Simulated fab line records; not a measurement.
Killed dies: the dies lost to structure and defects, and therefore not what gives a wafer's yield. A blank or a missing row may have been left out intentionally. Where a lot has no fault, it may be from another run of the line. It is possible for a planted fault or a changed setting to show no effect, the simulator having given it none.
fab line records | flow rit_cmos
record lots=6 | wafers=18 | last_day=7
route steps=202 shown SILICIDE@167 CONTACT@168 M1@202
lots untouched by any fault: they come from a run of this same line in which no faults occurred
start_h: hours from the record's first day to the start of the lot's first wafer shown | wait_h: hours since the lot's step before | " the same as in the row above | L1.1+2: several wafers, shown together as one row | - value missing, or start not given | * or withheld: withheld | < > ~ a bound
route shown NAME@n: names a module that has steps shown in the file, with the first one's number in the route | usual: mean/standard deviation taken from wafers without a fault | same: alike in all rows | chamber/n: place in a boat | sites: per-site readings | _std_site: the values' standard deviation | _edge_site: outer sites' mean less inner sites' | radius_mm: for every site, how far away it sits from the centre of the wafer | mask NAME#n: copy n | behind: the most recent tool/chamber to have shaped the wafer | hold: what put the lot on hold/how long, in hours/how the hold closed | device: which transistor (n, p or np) failed to switch | end of line: at the end of the route, the tests of the same wafers | a step without rows: its recipe alone | killed: not the wafer's yield, but the dies lost to structure and defects at the first sort | map: a wafer's dies, x killed, . not, _ none there
set.NAME: the setting the step ran with; set.NAME@STEP: the setting that earlier step ran with | model.NAME: the simulator's own value behind a step, which no gauge read
lots at selected steps of the route; one table per step, one row per wafer
services: when a tool's chamber went out of use (start_h, in hours from the record's first day, below 0 if earlier), for how many hours, and the reason
## steps
# step RIT_SILICIDE_RTA_06
# recipe temp_c=750 | time_s=10 | idle_temp_c=25 | ramp_up_s=5 | ramp_down_s=10 | cool_to_c=25 | ambient=N2
# usual chamber_o2_ppm=2.002/0.022 | wafer_temp_C_max=753.4/0.82
lot.wafer | tool          | chamber | start_h | wait_h | chamber_o2_ppm | wafer_temp_C_max
L330.1    | rtp_anneal-02 | 0       | 69.39   | 0.0    | 1.989          | 753.2
L330.3    | "             | 0       | "       | "      | 1.977          | 753.1
L330.5    | "             | 0       | "       | "      | 2.001          | 753.7
L336.4    | rtp_anneal-02 | 0       | 103.42  | 0.0    | 1.999          | 753.4
L336.5    | "             | 0       | "       | "      | 2.004          | 753.4
L336.6    | "             | 0       | "       | "      | 1.975          | 753.2
L339.2    | rtp_anneal-01 | 0       | 115.21  | 0.0    | 2.050          | 753.0
L339.3    | "             | 0       | "       | "      | 2.017          | 753.7
L339.4    | "             | 0       | "       | "      | 2.010          | 754.7
L341.1    | rtp_anneal-01 | 0       | 124.78  | 0.0    | 2.019          | 754.5
L341.3    | "             | 0       | "       | "      | 2.044          | 754.3
L341.5    | "             | 0       | "       | "      | 2.043          | 753.5
L343.2    | rtp_anneal-01 | 0       | 132.20  | 0.0    | 2.021          | 755.3
L343.4    | "             | 0       | "       | "      | 2.020          | 753.5
L343.5    | "             | 0       | "       | "      | 1.982          | 754.0
L349.1    | rtp_anneal-01 | 0       | 165.13  | 0.0    | 2.026          | 754.7
L349.3    | "             | 0       | "       | "      | 2.043          | 754.9
L349.5    | "             | 0       | "       | "      | 1.959          | 752.8
# step RIT_CONTACT_CVD_00
# recipe material=SiO2 | target_thk_nm=400 | precursor=TEOS | temp_c=390 | time_s=61 | rf_w=400
# usual heater_power_w=316/69
lot.wafer | tool     | chamber | start_h | wait_h | heater_power_w
L330.1    | pecvd-04 | 0       | 69.45   | 0.1    | 345
L330.3    | "        | 1       | "       | "      | 376
L330.5    | "        | 2       | "       | "      | 405
L336.4    | pecvd-04 | 0       | 103.48  | 0.0    | 319
L336.5    | "        | 1       | "       | "      | 321
L336.6    | "        | 2       | "       | "      | 433
L339.2    | pecvd-04 | 2       | 115.27  | 0.0    | 493
L339.3    | "        | 0       | "       | "      | 340
L339.4    | "        | 2       | "       | "      | 371
L341.1    | pecvd-02 | 0       | 124.84  | 0.1    | 259
L341.3    | "        | 1       | "       | "      | 297
L341.5    | "        | 1       | "       | "      | 321
L343.2    | pecvd-01 | 0       | 132.26  | 0.0    | 337
L343.4    | "        | 0       | "       | "      | 255
L343.5    | "        | 1       | "       | "      | 269
L349.1    | pecvd-01 | 2       | 165.19  | 0.1    | 219
L349.3    | "        | 1       | "       | "      | 333
L349.5    | "        | 1       | "       | "      | 344
# step RIT_CONTACT_THK_MEAS_01
# recipe reads=SiO2_of_CONTACT_CVD_00
# usual CONTACT_TEOS_THK=400/6.4
lot.wafer | tool          | chamber | start_h | wait_h | CONTACT_TEOS_THK[nm]
L330.1    | film_metro-01 | -       | 69.51   | 0.0    | 395
L330.3    | "             | -       | "       | "      | 393
L330.5    | "             | -       | "       | "      | 398
L336.4    | film_metro-02 | -       | 103.54  | 0.0    | 407
L336.5    | "             | -       | "       | "      | 405
L336.6    | "             | -       | "       | "      | 403
L339.2    | film_metro-02 | -       | 115.33  | 0.0    | 393
L339.3    | "             | -       | "       | "      | 395
L339.4    | "             | -       | "       | "      | 398
L341.1    | film_metro-02 | -       | 124.89  | 0.0    | 402
L341.3    | "             | -       | "       | "      | 398
L341.5    | "             | -       | "       | "      | 409
L343.2    | film_metro-04 | -       | 132.32  | 0.0    | 395
L343.4    | "             | -       | "       | "      | 402
L343.5    | "             | -       | "       | "      | 408
L349.1    | film_metro-02 | -       | 165.24  | 0.0    | 391
L349.3    | "             | -       | "       | "      | 398
L349.5    | "             | -       | "       | "      | 407
# step RIT_CONTACT_HMDS_02
# recipe prime_time_s=60 | prime_temp_c=140
# step RIT_CONTACT_COAT_03
# recipe resist=NOVOLAK | spin_rpm=3250 | resist_thk_nm=1000
# step RIT_CONTACT_SOFTBAKE_04
# recipe resist=NOVOLAK | temp_c=90 | time_s=60
# step RIT_CONTACT_EXPOSE_05
# recipe mask_id=M11 | na=0.6 | source_shape=conventional | sigma_outer=0.5 | target_cd_nm=1000 | dose_mj=250
# step RIT_CONTACT_PEB_06
# recipe resist=NOVOLAK | temp_c=withheld | time_s=withheld
# step RIT_CONTACT_DEVELOP_07
# recipe resist=NOVOLAK | develop_time_s=125.5 | dev_temp_c=23
# step RIT_CONTACT_CD_MEAS_08
# recipe target_cd_nm=1000
# usual cd_nm=1000.6/2.1
lot.wafer | tool      | chamber | start_h | wait_h | cd_nm
L330.1    | cd_sem-02 | -       | 70.53   | -      | 996.8
L330.3    | "         | -       | "       | "      | 996.2
L330.5    | "         | -       | "       | "      | 999.1
L336.4    | cd_sem-01 | -       | 104.72  | -      | 1003.7
L336.5    | "         | -       | "       | "      | 1004.5
L336.6    | "         | -       | "       | "      | 1005.0
L339.2    | cd_sem-02 | -       | 116.49  | -      | 997.9
L339.3    | "         | -       | "       | "      | 997.7
L339.4    | "         | -       | "       | "      | 998.0
L341.1    | cd_sem-02 | -       | 126.04  | -      | 1003.0
L341.3    | "         | -       | "       | "      | 1000.9
L341.5    | "         | -       | "       | "      | 1001.4
L343.2    | cd_sem-02 | -       | 133.48  | -      | 997.7
L343.4    | "         | -       | "       | "      | 998.7
L343.5    | "         | -       | "       | "      | 1001.3
L349.1    | cd_sem-02 | -       | 166.50  | -      | 1000.8
L349.3    | "         | -       | "       | "      | 999.9
L349.5    | "         | -       | "       | "      | 997.7
# step RIT_CONTACT_OVL_MEAS_09
# usual CONTACT_OVL=-0.5/1.2
lot.wafer | tool       | chamber | start_h | wait_h | CONTACT_OVL[nm]
L330.1    | overlay-02 | -       | 70.65   | 0.1    | 1.5
L330.3    | "          | -       | "       | "      | -2.3
L330.5    | "          | -       | "       | "      | 0.1
L336.4    | overlay-02 | -       | 104.80  | 0.1    | 0.6
L336.5    | "          | -       | "       | "      | 0.2
L336.6    | "          | -       | "       | "      | 1.3
L339.2    | overlay-02 | -       | 116.60  | 0.1    | -2.0
L339.3    | "          | -       | "       | "      | -0.3
L339.4    | "          | -       | "       | "      | -0.4
L341.1    | overlay-01 | -       | 126.16  | 0.1    | 0.2
L341.3    | "          | -       | "       | "      | 0.2
L341.5    | "          | -       | "       | "      | -1.1
L343.2    | overlay-01 | -       | 133.58  | 0.1    | 1.8
L343.4    | "          | -       | "       | "      | 0.8
L343.5    | "          | -       | "       | "      | -0.7
L349.1    | overlay-01 | -       | 166.62  | 0.1    | -1.4
L349.3    | "          | -       | "       | "      | -0.4
L349.5    | "          | -       | "       | "      | -0.9
# step RIT_CONTACT_HARDBAKE_10
# recipe resist=NOVOLAK | temp_c=140 | time_s=60
# step RIT_CONTACT_ETCH_11
# recipe target_depth_a=4800 | over_etch_frac=0.2 | stop_on=TiSi2 | chemistry=CHF3/CF4/Ar | target=SiO2 | CHF3_flow_sccm=50 | cf4_flow_sccm=10 | Ar_flow_sccm=100 | O2_flow_sccm=5 | pressure_mtorr=100 | rf_w=200 | time_s=320
# usual drypump_motor_current_A=5.9/0.49 | mfc_ar_sccm=100.01/0.29 | oes_product_au=0.989/0.01 | rf_fwd_power_W=199.6/0.6 | throttle_valve_pct=8.80/0.1
lot.wafer | tool        | chamber | start_h | wait_h | drypump_motor_current_A | mfc_ar_sccm | oes_product_au | rf_fwd_power_W | rf_hours_counter_h | throttle_valve_pct | model.NOVOLAK_of_CONTACT_COAT_03.thk_nm
L330.1    | rie_diel-03 | 2       | 70.84   | 0.1    | 5.4                     | 100.07      | 0.983          | 200.6          | 39                 | 8.72               | 767.3
L330.3    | "           | 0       | "       | "      | 6.4                     | 99.78       | 0.993          | 200.0          | 73                 | 8.90               | 772
L330.5    | "           | 2       | "       | "      | 5.4                     | 99.70       | 0.993          | 199.7          | -                  | 8.71               | 764
L336.4    | rie_diel-01 | 1       | 104.97  | 0.1    | 5.3                     | 100.38      | 1.000          | 198.3          | 145                | 8.92               | 770.4
L336.5    | "           | 0       | "       | "      | 6.3                     | 100.08      | 1.005          | 200.2          | -                  | 8.68               | 770
L336.6    | "           | 1       | "       | "      | 5.3                     | 100.15      | 0.986          | 200.0          | -                  | 8.96               | 769.4
L339.2    | rie_diel-03 | 3       | 116.78  | 0.1    | 5.2                     | 99.58       | 0.980          | 167.4          | 141                | 8.87               | 774.6
L339.3    | "           | 1       | "       | "      | 6.5                     | 100.15      | 0.986          | 167.3          | 29                 | 8.92               | 780.7
L339.4    | "           | 1       | "       | "      | 6.4                     | 100.24      | 0.986          | 168.0          | -                  | 8.90               | 780.5
L341.1    | rie_diel-03 | 0       | 126.35  | 0.1    | 6.5                     | 100.19      | 0.984          | 167.7          | 73                 | 8.91               | 776.9
L341.3    | "           | 1       | "       | "      | 6.4                     | 100.41      | 0.980          | 167.6          | 30                 | 8.92               | 780.4
L341.5    | "           | 1       | "       | "      | 6.4                     | 100.26      | 0.981          | 167.8          | -                  | 8.92               | 780.5
L343.2    | rie_diel-02 | 0       | 133.76  | 0.1    | 5.9                     | 100.69      | 0.995          | 199.3          | 1                  | 8.75               | 768.9
L343.4    | "           | 3       | "       | "      | 6.3                     | 100.38      | 0.959          | 199.4          | 8                  | 8.71               | 771.9
L343.5    | "           | 1       | "       | "      | 6.4                     | 99.68       | 0.998          | 200.3          | -                  | 8.83               | 765.6
L349.1    | rie_diel-02 | 1       | 166.81  | 0.1    | 6.4                     | 100.19      | 0.986          | 199.3          | 61                 | 8.82               | 762.9
L349.3    | "           | 2       | "       | "      | 5.3                     | 99.69       | 0.999          | 199.7          | 74                 | 8.61               | 760.7
L349.5    | "           | 3       | "       | "      | 6.3                     | 99.84       | 0.966          | 199.7          | -                  | 8.72               | 768
# step RIT_CONTACT_STRIP_12
# recipe chemistry=O2 | time_s=180 | resist=NOVOLAK | platen_temp_c=withheld | power_w=500 | pressure_mtorr=4000 | o2_flow_sccm=4000
# usual drypump_motor_current_A=5.41/0.25
lot.wafer | tool            | chamber | start_h | wait_h | drypump_motor_current_A | rf_hours_counter_h
L330.1    | plasma_asher-03 | 0       | 71.03   | 0.1    | 5.15                    | 43
L330.3    | "               | 1       | "       | "      | 5.14                    | -
L330.5    | "               | 1       | "       | "      | 5.15                    | -
L336.4    | plasma_asher-02 | 0       | 105.22  | 0.2    | 5.59                    | -
L336.5    | "               | 0       | "       | "      | 5.58                    | -
L336.6    | "               | 1       | "       | "      | 5.43                    | -
L339.2    | plasma_asher-02 | 1       | 116.97  | 0.1    | 5.45                    | 47
L339.3    | "               | 0       | "       | "      | 5.58                    | -
L339.4    | "               | 1       | "       | "      | 5.42                    | -
L341.1    | plasma_asher-02 | 0       | 126.55  | 0.1    | 5.59                    | 48
L341.3    | "               | 1       | "       | "      | 5.42                    | -
L341.5    | "               | 0       | "       | "      | 5.58                    | -
L343.2    | plasma_asher-02 | 1       | 133.96  | 0.1    | 5.43                    | 48
L343.4    | "               | 1       | "       | "      | 5.45                    | -
L343.5    | "               | 0       | "       | "      | 5.59                    | -
L349.1    | plasma_asher-01 | 1       | 167.00  | 0.1    | 5.09                    | 38
L349.3    | "               | 1       | "       | "      | 5.09                    | -
L349.5    | "               | 1       | "       | "      | 5.08                    | -
# step RIT_M1_PROBE_99
lot.wafer | tool      | chamber | start_h | wait_h | model.etest.antenna_contact.vt_shift_v
L330.1    | prober-01 | -       | 75.92   | 0.1    | -0.01545
L330.3    | prober-01 | -       | 76.02   | 0.2    | -0.008788
L330.5    | prober-01 | -       | 76.12   | 0.2    | -0.01819
L336.4    | prober-01 | -       | 110.24  | 0.2    | -0.007896
L336.5    | prober-01 | -       | 110.29  | 0.2    | -0.008788
L336.6    | prober-01 | -       | 110.34  | 0.2    | -0.01206
L339.2    | prober-02 | -       | 121.89  | 0.1    | -0.007409
L339.3    | prober-02 | -       | 121.94  | 0.2    | -0.00263
L339.4    | prober-02 | -       | 121.99  | 0.2    | 0.0008517
L341.1    | prober-02 | -       | 131.42  | 0.1    | -0.003815
L341.3    | prober-02 | -       | 131.52  | 0.2    | -0.0002235
L341.5    | prober-02 | -       | 131.62  | 0.2    | -0.0009166
L343.2    | prober-02 | -       | 138.87  | 0.1    | -0.006287
L343.4    | prober-02 | -       | 138.97  | 0.2    | -0.00618
L343.5    | prober-02 | -       | 139.02  | 0.2    | -0.009257
L349.1    | prober-02 | -       | 171.82  | 0.1    | -0.01005
L349.3    | prober-02 | -       | 171.92  | 0.2    | -0.01038
L349.5    | prober-02 | -       | 172.02  | 0.2    | -0.01146
# killed by level:class
L330.1 GATE:geometric_particle:open=2 REOX:geometric_particle:open=2 FOX1:geometric_particle:open=1 FOX2:geometric_particle:open=1 SPACER:geometric_particle:open=1
L330.3 FOX1:geometric_particle:short=2 REOX:geometric_particle:open=2 SPACER:geometric_particle:open=2 FOX2:geometric_particle:open=1 GATE:geometric_particle:open=1 REOX:geometric_particle:short=1 SPACER:geometric_particle:short=1
L330.5 GATE:geometric_particle:open=2 GATE:geometric_particle:short=2 FOX1:geometric_particle:open=1 SPACER:geometric_particle:open=1
L336.4 SPACER:geometric_particle:short=2 FOX1:geometric_particle:open=1 GATE:geometric_particle:open=1 GATE:geometric_particle:short=1 REOX:geometric_particle:open=1 REOX:geometric_particle:short=1
L336.5 GATE:geometric_particle:short=4 GATE:geometric_particle:open=3 FOX1:geometric_particle:open=2 SPACER:geometric_particle:short=1
L336.6 GATE:geometric_particle:short=1 GATE:geometric_particle:open=1 REOX:geometric_particle:short=1 CONTACT:geometric_particle:short=1
L343.2 REOX:geometric_particle:short=2 FOX1:geometric_particle:short=1 FOX2:geometric_particle:short=1 GATE:geometric_particle:short=1 REOX:geometric_particle:open=1 SILICIDE:geometric_particle:open=1
L343.4 GATE:geometric_particle:short=4 GATE:geometric_particle:open=3 SPACER:geometric_particle:short=1 SILICIDE:geometric_particle:short=1 SILICIDE:geometric_particle:open=1
L343.5 GATE:geometric_particle:short=2 REOX:geometric_particle:open=2 FOX1:geometric_particle:open=1 FOX1:geometric_particle:short=1 FOX2:geometric_particle:short=1 SILICIDE:geometric_particle:open=1 SILICIDE:geometric_particle:short=1 CONTACT:geometric_particle:open=1
L349.1 SPACER:geometric_particle:short=2 FOX2:geometric_particle:open=1 GATE:geometric_particle:open=1 REOX:geometric_particle:short=1 SPACER:geometric_particle:open=1
L349.3 GATE:geometric_particle:open=4 FOX1:geometric_particle:open=1 REOX:geometric_particle:open=1 SPACER:geometric_particle:short=1
L349.5 REOX:geometric_particle:short=1
## services
tool            | chamber | start_h | hours | kind
rie_diel-03     | -       | 57.93   | 0.6   | repair
rie_diel-02     | 0       | 76.36   | -     | clean
rie_diel-02     | 0       | 76.36   | 14.8  | scheduled_down
rie_diel-02     | 0       | 76.36   | 14.8  | vent_cycle
pecvd-04        | -       | 80.61   | 0.5   | repair
pecvd-02        | -       | 86.49   | 1.0   | repair
rie_diel-02     | 3       | 87.02   | 10.5  | repair
pecvd-04        | 1       | 87.20   | 13.8  | repair
rie_diel-01     | 1       | 95.27   | 5.7   | repair
rie_diel-03     | 0       | 98.90   | 9.8   | repair
pecvd-02        | 2       | 106.14  | 9.6   | repair
plasma_asher-03 | -       | 108.75  | 9.0   | pm
plasma_asher-03 | 0       | 108.75  | 9.0   | vent_cycle
plasma_asher-03 | 1       | 108.75  | 9.0   | vent_cycle
rie_diel-03     | 0       | 109.05  | 15.7  | repair
plasma_asher-02 | -       | 109.58  | 2.8   | pm
rie_diel-02     | -       | 115.48  | 14.6  | pm
plasma_asher-03 | 0       | 117.75  | -     | clean
plasma_asher-03 | 1       | 117.75  | -     | clean
pecvd-02        | 1       | 118.88  | 5.6   | repair
rtp_anneal-01   | -       | 158.18  | 3.7   | pm
pecvd-02        | -       | 165.69  | 1.1   | repair
plasma_asher-03 | -       | 166.44  | 2.8   | pm
## key
first_sign step=RIT_CONTACT_ETCH_11 | reading=rf_fwd_power_W | direction=down | sigmas=53 | usual=199.6 | struck=167.6
effect none on later readings
model_effect step=RIT_CONTACT_ETCH_11 | value=NOVOLAK_of_CONTACT_COAT_03.thk_nm | without=769.4 | struck=778.9
model_effect step=RIT_M1_PROBE_99 | value=etest.antenna_contact.vt_shift_v | without=-0.008323 | struck=-0.002357
met_at RIT_CONTACT_ETCH_11
struck_wafers L339.2,L339.3,L339.4,L341.1,L341.3,L341.5
sort_left_out L339.2,L339.3,L339.4,L341.1,L341.3,L341.5
tester_left_out L339,L341
onset_between 70.84 116.78
fault kind=process_parameter_drift | tool=rie_diel-03 | chamber=- | onset_h=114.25 | steps=RIT_CONTACT_ETCH_11 | channel=rf_w | offset=-32 | shape=step | end_h=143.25 | acts_in=these_recipes_only | stated=200
# tester_left_out: of these lots the tester's yield and bins aren't shown, on N5 and GAA mostly nor the transistor test; their killed dies are dies lost to structure and defects alone, not to doping, threshold or leakage, so they don't give the yield
# sort_left_out: the simulated sort isn't trusted on such a fault, so these wafers' sort isn't shown, and their yield isn't known
